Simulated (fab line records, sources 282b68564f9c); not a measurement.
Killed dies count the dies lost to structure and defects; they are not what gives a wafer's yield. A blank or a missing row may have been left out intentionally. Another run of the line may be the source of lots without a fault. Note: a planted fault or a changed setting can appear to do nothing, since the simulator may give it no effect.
fab line records -- flow rit_cmos
record: lots: 6, wafers: 18, last_day: 7
route steps=202 shown CONTACT@172 M1@184
lots that met no fault: taken from a fault-free run of the same line
start_h: the number of hours between the record's first day and the start of the first shown wafer of the lot -- wait_h: time in hours since the lot's previous step -- " identical to the entry in the row above -- L1.1+2: a row that stands for several wafers -- - either no value or no given start -- * or withheld: withheld -- < > ~ a bound
route shown NAME@n: a module of which the file shows steps, and the number in the route of the first -- usual: mean and standard deviation over wafers with no fault -- same: alike in all rows -- chamber/n: place in a boat -- sites: each site's reading -- _std_site: standard deviation of those values -- _edge_site: the outer-site mean with the inner-site mean subtracted -- radius_mm: how far each site lies from the wafer's centre -- mask NAME#n: copy n -- behind: the last tool/chamber to shape the wafer -- hold: the reason the lot was held/the length of the hold in hours/how it ended -- device: names the non-switching transistor (n, p or np) -- end of line: at the end of the route, the tests of the same wafers -- a step given without rows: its recipe and nothing more -- killed: not the wafer's yield, but the dies lost to structure and defects at the first sort -- map: per-die view of a wafer (x killed, . not killed, _ where there is no die)
set.NAME: the setting as run; set.NAME@STEP: as run at that earlier step -- model.NAME: the simulator's own value behind a step, which no gauge read
lots seen at some steps along the route; tables by step, rows by wafer
services: from which hour (start_h, from the record's first day; less than 0 if before it) a tool's chamber was out of use, for how many hours, and why
== steps ==
step: RIT_CONTACT_SOFTBAKE_04
recipe: resist: NOVOLAK, temp_c: 90, time_s: 60
step: RIT_CONTACT_EXPOSE_05
recipe: mask_id: M11, na: 0.6, source_shape: conventional, sigma_outer: 0.5, target_cd_nm: 1000, dose_mj: 250
step: RIT_CONTACT_PEB_06
recipe: resist: NOVOLAK, temp_c: withheld, time_s: withheld
step: RIT_CONTACT_DEVELOP_07
recipe: resist: NOVOLAK, develop_time_s: 120, dev_temp_c: 23
step: RIT_CONTACT_CD_MEAS_08
recipe: target_cd_nm: 1000
usual: cd_nm: 999.5/1.8
lot.wafer,tool,chamber,start_h,wait_h,cd_nm
L249.1,cd_sem-01,-,68.79,-,995.7
L249.2,cd_sem-01,-,68.79,-,997.4
L249.4,cd_sem-01,-,68.79,-,997.2
L255.2,cd_sem-01,-,98.26,-,999.1
L255.4,cd_sem-01,-,98.26,-,1000.1
L255.6,cd_sem-01,-,98.26,-,995.9
L256.2,cd_sem-01,-,108.83,-,1001.9
L256.3,cd_sem-01,-,108.83,-,1001.3
L256.5,cd_sem-01,-,108.83,-,1000.3
L266.2,cd_sem-02,-,152.17,-,999.8
L266.4,cd_sem-02,-,152.17,-,1003.2
L266.5,cd_sem-02,-,152.17,-,1001.1
L267.1,cd_sem-02,-,155.96,-,1001.3
L267.3,cd_sem-02,-,155.96,-,1000.4
L267.5,cd_sem-02,-,155.96,-,998.9
L270.3,cd_sem-02,-,172.44,-,997.0
L270.4,cd_sem-02,-,172.44,-,995.3
L270.5,cd_sem-02,-,172.44,-,995.7
step: RIT_CONTACT_OVL_MEAS_09
usual: CONTACT_OVL: -0.9/1.3
lot.wafer,tool,chamber,start_h,wait_h,CONTACT_OVL[nm]
L249.1,overlay-01,-,68.91,0.1,-0.3
L249.2,overlay-01,-,68.91,0.1,-0.1
L249.4,overlay-01,-,68.91,0.1,0.0
L255.2,overlay-02,-,98.37,0.1,-1.1
L255.4,overlay-02,-,98.37,0.1,0.5
L255.6,overlay-02,-,98.37,0.1,-1.2
L256.2,overlay-02,-,108.93,0.1,-1.2
L256.3,overlay-02,-,108.93,0.1,-1.2
L256.5,overlay-02,-,108.93,0.1,-2.7
L266.2,overlay-01,-,152.27,0.1,-1.9
L266.4,overlay-01,-,152.27,0.1,-1.7
L266.5,overlay-01,-,152.27,0.1,-1.6
L267.1,overlay-01,-,156.08,0.1,-1.7
L267.3,overlay-01,-,156.08,0.1,-1.0
L267.5,overlay-01,-,156.08,0.1,-1.7
L270.3,overlay-01,-,172.53,0.1,-0.7
L270.4,overlay-01,-,172.53,0.1,-0.9
L270.5,overlay-01,-,172.53,0.1,-1.5
step: RIT_CONTACT_HARDBAKE_10
recipe: resist: NOVOLAK, temp_c: 140, time_s: 60
step: RIT_CONTACT_ETCH_11
recipe: target_depth_a: 4800, over_etch_frac: 0.2, stop_on: TiSi2, chemistry: CHF3/CF4/Ar, target: SiO2, CHF3_flow_sccm: 50, cf4_flow_sccm: 10, Ar_flow_sccm: 100, O2_flow_sccm: 5, pressure_mtorr: 100, rf_w: 200, time_s: 320
usual: O2_flow_sccm: 5.000/0.014, chamber_pressure_mTorr: 99.99/0.089, drypump_motor_current_A: 5.9/0.46, oes_product_au: 0.988/0.014, throttle_valve_pct: 8.84/0.12
lot.wafer,tool,chamber,start_h,wait_h,O2_flow_sccm,chamber_pressure_mTorr,drypump_motor_current_A,oes_product_au,rf_hours_counter_h,throttle_valve_pct
L249.1,rie_diel-01,0,69.10,0.1,4.999,99.90,6.4,0.993,156,8.73
L249.2,rie_diel-01,2,69.10,0.1,4.995,99.81,6.2,0.997,76,8.72
L249.4,rie_diel-01,1,69.10,0.1,5.002,99.88,6.2,1.001,19,8.68
L255.2,rie_diel-01,2,98.55,0.1,5.011,99.84,6.2,0.995,77,8.73
L255.4,rie_diel-01,3,98.55,0.1,4.993,99.98,6.7,0.983,0,9.07
L255.6,rie_diel-01,2,98.55,0.1,4.998,99.91,6.2,0.986,-,8.73
L256.2,rie_diel-02,1,109.11,0.1,5.007,99.98,5.1,0.981,116,8.78
L256.3,rie_diel-02,2,109.11,0.1,4.998,99.91,6.0,0.953,97,8.84
L256.5,rie_diel-02,2,109.11,0.1,5.019,99.90,5.9,0.974,-,8.85
L266.2,rie_diel-01,0,152.48,0.1,5.007,100.14,6.3,0.996,0,8.74
L266.4,rie_diel-01,2,152.48,0.1,4.988,100.05,6.2,0.992,78,8.72
L266.5,rie_diel-01,3,152.48,0.1,4.978,99.96,6.7,0.993,-,9.10
L267.1,rie_diel-04,2,156.27,0.1,5.009,100.15,5.6,0.992,51,8.84
L267.3,rie_diel-04,1,156.27,0.1,5.005,100.01,5.6,0.980,9,8.94
L267.5,rie_diel-04,2,156.27,0.1,5.019,100.06,5.6,0.994,-,8.84
L270.3,rie_diel-01,3,172.71,0.1,4.998,100.06,6.7,0.988,2,9.08
L270.4,rie_diel-01,0,172.71,0.1,4.989,100.14,6.3,0.985,1,8.72
L270.5,rie_diel-01,0,172.71,0.1,4.990,100.05,6.3,0.979,-,8.72
step: RIT_CONTACT_STRIP_12
recipe: chemistry: O2, time_s: 180, resist: NOVOLAK, platen_temp_c: withheld, power_w: 500, pressure_mtorr: 4000, o2_flow_sccm: 4000
usual: chamber_pressure_mTorr: 4000/3.5, drypump_motor_current_A: 5.7/0.55
lot.wafer,tool,chamber,start_h,wait_h,chamber_pressure_mTorr,drypump_motor_current_A,rf_hours_counter_h
L249.1,plasma_asher-03,0,69.29,0.1,4006,5.9,44
L249.2,plasma_asher-03,1,69.29,0.1,4000,6.7,44
L249.4,plasma_asher-03,0,69.29,0.1,4001,5.9,-
L255.2,plasma_asher-01,0,98.74,0.1,4002,5.5,41
L255.4,plasma_asher-01,1,98.74,0.1,4001,5.2,-
L255.6,plasma_asher-01,1,98.74,0.1,4000,5.2,-
L256.2,plasma_asher-01,0,109.31,0.1,4003,5.5,43
L256.3,plasma_asher-01,0,109.31,0.1,3999,5.5,-
L256.5,plasma_asher-01,0,109.31,0.1,4004,5.5,-
L266.2,plasma_asher-01,1,152.68,0.1,4001,5.2,48
L266.4,plasma_asher-01,1,152.68,0.1,3998,5.1,-
L266.5,plasma_asher-01,1,152.68,0.1,4003,5.2,-
L267.1,plasma_asher-01,1,156.47,0.1,4001,5.1,48
L267.3,plasma_asher-01,0,156.47,0.1,4001,5.5,-
L267.5,plasma_asher-01,1,156.47,0.1,3999,5.1,-
L270.3,plasma_asher-04,0,172.96,0.2,3999,5.7,-
L270.4,plasma_asher-04,1,172.96,0.2,4002,5.1,-
L270.5,plasma_asher-04,1,172.96,0.2,3998,5.1,-
step: RIT_CONTACT_CD_MEAS_90
recipe: target_cd_nm: 1000
usual: cd_nm: 999.5/1.8
lot.wafer,tool,chamber,start_h,wait_h,cd_nm
L249.1,cd_sem-02,-,69.47,0.1,996.2
L249.2,cd_sem-02,-,69.47,0.1,997.5
L249.4,cd_sem-02,-,69.47,0.1,997.1
L255.2,cd_sem-02,-,98.94,0.1,999.1
L255.4,cd_sem-02,-,98.94,0.1,999.8
L255.6,cd_sem-02,-,98.94,0.1,995.4
L256.2,cd_sem-02,-,109.50,0.1,1002.1
L256.3,cd_sem-02,-,109.50,0.1,1001.6
L256.5,cd_sem-02,-,109.50,0.1,1000.3
L266.2,cd_sem-02,-,152.87,0.1,999.3
L266.4,cd_sem-02,-,152.87,0.1,1003.0
L266.5,cd_sem-02,-,152.87,0.1,1000.9
L267.1,cd_sem-02,-,156.64,0.1,1001.3
L267.3,cd_sem-02,-,156.64,0.1,1000.6
L267.5,cd_sem-02,-,156.64,0.1,999.1
L270.3,cd_sem-02,-,173.12,0.1,996.6
L270.4,cd_sem-02,-,173.12,0.1,995.1
L270.5,cd_sem-02,-,173.12,0.1,995.5
step: RIT_CONTACT_CLEAN_13
recipe: chemistry: SC1, mix: 3:3:50, time_s: 600, temp_c: 75
step: RIT_CONTACT_CLEAN_14
recipe: chemistry: SC2, mix: 3:3:50, time_s: 600, temp_c: 75, dry: n2_spin
step: RIT_M1_SPUTTER_00
recipe: material: Al, target_thk_nm: 400, power_w: 2000, chamber_pressure_pa: 0.4, gas: Ar, time_s: 500, substrate_temp_c: 25
usual: chamber_pressure_pa: 0.4000/0.00076, throttle_valve_pct: 30.1/0.83
lot.wafer,tool,chamber,start_h,wait_h,chamber_pressure_pa,throttle_valve_pct
L249.1,pvd_sputter-02,-,69.94,0.0,0.3991,29.0
L249.2,pvd_sputter-02,-,69.94,0.0,0.4003,29.8
L249.4,pvd_sputter-02,-,69.94,0.0,0.3997,30.8
L255.2,pvd_sputter-02,-,99.39,0.0,0.3860,30.3
L255.4,pvd_sputter-02,-,99.39,0.0,0.3861,31.3
L255.6,pvd_sputter-02,-,99.39,0.0,0.3859,31.2
L256.2,pvd_sputter-02,-,109.97,0.0,0.3863,31.6
L256.3,pvd_sputter-02,-,109.97,0.0,0.3874,30.8
L256.5,pvd_sputter-02,-,109.97,0.0,0.3867,31.8
L266.2,pvd_sputter-01,-,153.34,0.0,0.3991,29.6
L266.4,pvd_sputter-01,-,153.34,0.0,0.3999,30.1
L266.5,pvd_sputter-01,-,153.34,0.0,0.4007,31.6
L267.1,pvd_sputter-04,-,157.11,0.0,0.4005,30.1
L267.3,pvd_sputter-04,-,157.11,0.0,0.3991,29.2
L267.5,pvd_sputter-04,-,157.11,0.0,0.3995,30.0
L270.3,pvd_sputter-01,-,173.55,0.0,0.3987,31.3
L270.4,pvd_sputter-01,-,173.55,0.0,0.3992,29.6
L270.5,pvd_sputter-01,-,173.55,0.0,0.4002,29.6
step: RIT_M1_RS_MEAS_01
recipe: thk_meas_gauge: four-point-probe, reads: Al_of_M1_SPUTTER_00
usual: M1_AL_RS: 0.0736/0.00071
lot.wafer,tool,chamber,start_h,wait_h,M1_AL_RS[ohm/sq]
L249.1,film_metro-04,-,70.27,0.2,0.0729
L249.2,film_metro-04,-,70.27,0.2,0.0735
L249.4,film_metro-04,-,70.27,0.2,0.0729
L255.2,film_metro-03,-,99.74,0.2,0.0724
L255.4,film_metro-03,-,99.74,0.2,0.0722
L255.6,film_metro-03,-,99.74,0.2,0.0727
L256.2,film_metro-01,-,110.33,0.2,0.0722
L256.3,film_metro-01,-,110.33,0.2,0.0726
L256.5,film_metro-01,-,110.33,0.2,0.0724
L266.2,film_metro-04,-,153.65,0.2,0.0729
L266.4,film_metro-04,-,153.65,0.2,0.0746
L266.5,film_metro-04,-,153.65,0.2,0.0741
L267.1,film_metro-03,-,157.40,0.1,0.0722
L267.3,film_metro-03,-,157.40,0.1,0.0728
L267.5,film_metro-03,-,157.40,0.1,0.0722
L270.3,film_metro-01,-,173.88,0.2,0.0733
L270.4,film_metro-01,-,173.88,0.2,0.0735
L270.5,film_metro-01,-,173.88,0.2,0.0739
step: RIT_M1_PROBE_99
usual: defect_limited_yield: 97.5/1.2, killed_at_front_end: 7/3, killed_dies: 7/3, killed_on_rim: 2/1.4, killed_open: 3.6/1.9, killed_short: 3.2/1.8, sort_bin_3_pad_short: 0.1/0.22, sort_bin_5_function: 1.4/0.77, sort_bin_6_memory: 1.0/0.63, sort_n_pass: 257/3, sort_yield_pct: 97.5/1.2
same: gross_dies: 264, killed_at_M0_to_M3: 0, killed_at_M4_up: 0, killed_at_back_side: 0, killed_at_contacts: 0, killed_at_other: 0
lot.wafer,tool,chamber,start_h,wait_h,defect_limited_yield[%],killed_at_front_end,killed_dies,killed_on_rim,killed_open,killed_short,sort_bin_3_pad_short[%],sort_bin_5_function[%],sort_bin_6_memory[%],sort_n_pass,sort_yield_pct[%]
L249.1,prober-01,-,74.13,0.1,97.3,7,7,5,3,4,0,1.9,0.8,257,97.3
L249.2,prober-01,-,74.18,0.1,98.9,3,3,1,2,1,0,0.4,0.8,261,98.9
L249.4,prober-01,-,74.28,0.2,97.7,6,6,1,3,3,0.4,0.8,1.1,258,97.7
L255.2,prober-02,-,103.63,0.1,98.1,5,5,1,3,2,0.4,1.1,0.4,259,98.1
L255.4,prober-02,-,103.73,0.2,97.0,8,8,1,3,5,0,1.9,1.1,256,97.0
L255.6,prober-02,-,103.83,0.2,97.3,7,7,2,5,2,0,1.5,1.1,257,97.3
L256.2,prober-02,-,114.10,0.1,94.7,14,14,6,7,7,0.4,3.0,1.9,250,94.7
L256.3,prober-02,-,114.15,0.2,97.0,8,8,3,4,4,0,1.9,1.1,256,97.0
L256.5,prober-02,-,114.25,0.2,96.6,9,9,4,6,3,0.4,1.5,1.5,255,96.6
L266.2,prober-01,-,157.60,0.1,96.6,9,9,4,4,5,0,1.5,1.9,255,96.6
L266.4,prober-01,-,157.70,0.2,99.6,1,1,1,1,0,0,0.4,0,263,99.6
L266.5,prober-01,-,157.75,0.2,98.1,5,5,1,2,3,0,1.9,0,259,98.1
L267.1,prober-02,-,161.23,0.1,97.0,8,8,2,5,3,0.4,1.1,1.5,256,97.0
L267.3,prober-02,-,161.33,0.2,99.2,2,2,0,0,2,0,0.4,0.4,262,99.2
L267.5,prober-02,-,161.43,0.2,98.1,5,5,3,2,3,0,0.8,1.1,259,98.1
L270.3,prober-01,-,177.76,0.2,99.2,2,2,1,1,1,0,0.4,0.4,262,99.2
L270.4,prober-01,-,177.81,0.2,97.0,8,8,3,4,4,0.4,0.8,1.9,256,97.0
L270.5,prober-01,-,177.86,0.2,98.5,4,4,0,2,2,0,1.1,0.4,260,98.5
killed by level:class
L249.1 GATE:geometric_particle:short=2 SILICIDE:geometric_particle:short=2 FOX1:geometric_particle:open=1 REOX:geometric_particle:open=1 SILICIDE:geometric_particle:open=1
L249.2 FOX2:geometric_particle:open=1 REOX:geometric_particle:open=1 REOX:geometric_particle:short=1
L249.4 SPACER:geometric_particle:short=2 SPACER:geometric_particle:open=2 REOX:geometric_particle:open=1 REOX:geometric_particle:short=1
L255.2 GATE:geometric_particle:short=2 FOX2:geometric_particle:open=1 GATE:geometric_particle:open=1 SPACER:geometric_particle:open=1
L255.4 REOX:geometric_particle:short=2 GATE:geometric_particle:open=1 GATE:geometric_particle:short=1 REOX:geometric_particle:open=1 SPACER:geometric_particle:open=1 SPACER:geometric_particle:short=1 SILICIDE:geometric_particle:short=1
L255.6 SPACER:geometric_particle:open=3 GATE:geometric_particle:open=2 GATE:geometric_particle:short=1 REOX:geometric_particle:short=1
L256.2 GATE:geometric_particle:short=4 GATE:geometric_particle:open=2 REOX:geometric_particle:open=2 SPACER:geometric_particle:short=2 FOX1:geometric_particle:open=1 FOX2:geometric_particle:open=1 SPACER:geometric_particle:open=1 STARTING-WAFER:geometric_particle:short=1
L256.3 GATE:geometric_particle:short=2 FOX1:geometric_particle:open=1 FOX2:geometric_particle:open=1 GATE:geometric_particle:open=1 REOX:geometric_particle:short=1 REOX:geometric_particle:open=1 SILICIDE:geometric_particle:short=1
L256.5 REOX:geometric_particle:open=2 REOX:geometric_particle:short=2 SPACER:geometric_particle:open=2 GATE:geometric_particle:open=1 GATE:geometric_particle:short=1 SILICIDE:geometric_particle:open=1
L266.2 GATE:geometric_particle:short=4 SPACER:geometric_particle:open=2 FOX1:geometric_particle:open=1 FOX2:geometric_particle:short=1 GATE:geometric_particle:open=1
L266.4 SPACER:geometric_particle:open=1
L266.5 FOX1:geometric_particle:short=1 REOX:geometric_particle:short=1 SPACER:geometric_particle:short=1 SPACER:geometric_particle:open=1 SILICIDE:geometric_particle:open=1
L267.1 SILICIDE:geometric_particle:open=3 GATE:geometric_particle:open=2 REOX:geometric_particle:short=2 SILICIDE:geometric_particle:short=1
L267.3 FOX1:geometric_particle:short=1 GATE:geometric_particle:short=1
L267.5 FOX2:geometric_particle:short=1 GATE:geometric_particle:short=1 GATE:geometric_particle:open=1 SPACER:geometric_particle:short=1 SILICIDE:geometric_particle:open=1
L270.3 FOX2:geometric_particle:open=1 GATE:geometric_particle:short=1
L270.4 GATE:geometric_particle:short=3 GATE:geometric_particle:open=2 FOX2:geometric_particle:open=1 REOX:geometric_particle:open=1 SILICIDE:geometric_particle:short=1
L270.5 GATE:geometric_particle:open=1 REOX:geometric_particle:short=1 REOX:geometric_particle:open=1 SPACER:geometric_particle:short=1
== services ==
tool,chamber,start_h,hours,kind
rie_diel-04,0,53.80,4.5,repair
plasma_asher-04,-,73.26,1.3,repair
pvd_sputter-02,-,74.09,4.8,repair
rie_diel-01,3,78.66,-,clean
rie_diel-01,3,78.66,17.7,scheduled_down
rie_diel-01,3,78.66,17.7,vent_cycle
rie_diel-01,1,105.76,1.6,repair
plasma_asher-03,-,108.75,9.0,pm
plasma_asher-03,0,108.75,9.0,vent_cycle
plasma_asher-03,1,108.75,9.0,vent_cycle
rie_diel-01,0,116.49,5.1,repair
plasma_asher-03,0,117.75,-,clean
plasma_asher-03,1,117.75,-,clean
rie_diel-02,0,119.54,21.0,repair
rie_diel-01,0,121.58,-,clean
rie_diel-01,0,121.58,17.5,scheduled_down
rie_diel-01,0,121.58,17.5,vent_cycle
plasma_asher-04,-,131.30,3.8,repair
rie_diel-04,3,151.34,13.5,repair
plasma_asher-04,-,157.03,1.3,repair
== key ==
first_sign: step: RIT_M1_SPUTTER_00, reading: chamber_pressure_pa, direction: down, sigmas: 18, usual: 0.4000, struck: 0.3864
effect: step: RIT_M1_RS_MEAS_01, reading: M1_AL_RS, direction: down, sigmas: 1.6, usual: 0.0736, struck: 0.0724
met_at RIT_M1_SPUTTER_00
struck_wafers L255.2,L255.4,L255.6,L256.2,L256.3,L256.5
onset_between 69.94 99.39
fault: kind: process_parameter_drift, tool: pvd_sputter-02, chamber: -, onset_h: 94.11, steps: RIT_M1_SPUTTER_00, channel: chamber_pressure_pa, offset: -0.014392, shape: step, end_h: 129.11, acts_in: these_recipes_only, stated: 0.4
